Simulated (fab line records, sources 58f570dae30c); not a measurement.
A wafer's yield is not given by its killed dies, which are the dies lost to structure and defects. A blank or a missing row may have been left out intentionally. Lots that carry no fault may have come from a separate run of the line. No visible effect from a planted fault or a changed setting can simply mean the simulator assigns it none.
Problem report, 8D (eight disciplines) form, completed by code ; flow berkeley cmos170 ; the parts of the form that need people (team, actions taken, sign-off) are left out

== 1. PROBLEM STATEMENT ==
Across 9 wafers from 3 lots, PVT_TW at UCB170_PVT_TW_MEAS_09 averages 450.1, while fault-free wafers read 505.7 with a standard deviation of 3. Measured from the usual mean, that is -19 standard deviations.
First observed at day 7 10:52: wafer L297.2, on film metro-04. The record has a number at this step for 45 wafers belonging to 15 lots. Rule for "out" (also "out of limits"): further than 4 standard deviations from the usual mean. All remaining wafers that have a number are taken as sound.

== 2. WHAT IT IS AND WHAT IT IS NOT ==
question;is;is not
which readings at this step;PVT_TW;-
which lots;L295, L297, L298;L287, L288, L289, L290, L299, L300, L301, L302, L304, L305, L307, L310
which wafers of those lots;all that have a number;-
read on which gauges;film metro-04;film metro-01, film metro-02
when;from day 7 10:52;"up to then (12 sound wafers); but 24 sound wafers of L299, L300, L301, L302, L304, L305, L307, L310 came after"

== 3. SUSPECTS, AND WHAT RULES EACH OUT ==
Counting: a tool stays on the suspect list if, at a process step up to the reading, it processed all lots that are out and no sound lot following the first of them.
- the gauge at UCB170_PVT_TW_MEAS_09 is ruled out. All the wafers that are out were read on film metro-04, but those of them that UCB170_PVT_IMPLANT_07 has rows for are out there too, on other tools.
- implanter-03 at UCB170_PVT_IMPLANT_07: kept. It ran every lot that is out, first L297 (day 7 10:37), and no sound lot after that; its last sound lot up to then is L290 (day 6 05:02). Its own readings are out on those wafers: dose ions cm2, faraday current uA.
Left after counting: implanter-03 at UCB170_PVT_IMPLANT_07.

== 4. THE CAUSE (what the simulator had put in) ==
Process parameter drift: implanter-03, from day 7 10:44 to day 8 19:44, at UCB170_PVT_IMPLANT_07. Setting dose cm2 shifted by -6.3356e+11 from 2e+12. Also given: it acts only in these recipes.
Only this tool survived the counting.

== 5. SEQUENCE OF EFFECTS, ordered by route ==
One row per reading whose mean, taken over the struck wafers that have a number, lies over 3 standard deviations from the usual. Only readings for which the record gives a usual standard deviation are gone through. hours: the time from each lot's start at the first step in this table that gives one to its start at this step, as a median over the lots. sigmas: the change in usual standard deviations.
hours;step;reading;usual;on struck wafers;change;sigmas
0;UCB170_PVT_IMPLANT_07;dose ions cm2;2.0001e+12;1.3662e+12;-6.3386e+11;-99 or more
0;UCB170_PVT_IMPLANT_07;faraday current uA;6.34;4.32;-2.02;-16
0;UCB170_PVT_TW_MEAS_09;PVT_TW;505.7;450.1;-55.6;-19
It contains these process steps:
- UCB170_PVT_IMPLANT_07
At these later measuring or inspecting steps, every struck wafer for which the step has a row has a number for every such reading, and none has moved that far: UCB170_GATE_THK_MEAS_02.

== 6. WHAT WOULD HAVE CAUGHT IT SOONER ==
In this record the first reading out of limits at a measuring or inspecting step was taken at day 7 10:52, 0 hours after the fault began at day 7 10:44.
The tool's own readings at UCB170_PVT_IMPLANT_07 were out on every struck wafer that the step has a row for (dose ions cm2, faraday current uA): an alarm limit on them would have fired on the first of those.
Among the 3 lots that are out, L295, L298 began UCB170_PVT_IMPLANT_07 on implanter-03 after day 7 10:52. A hold on the tool at that time would have spared those 2.
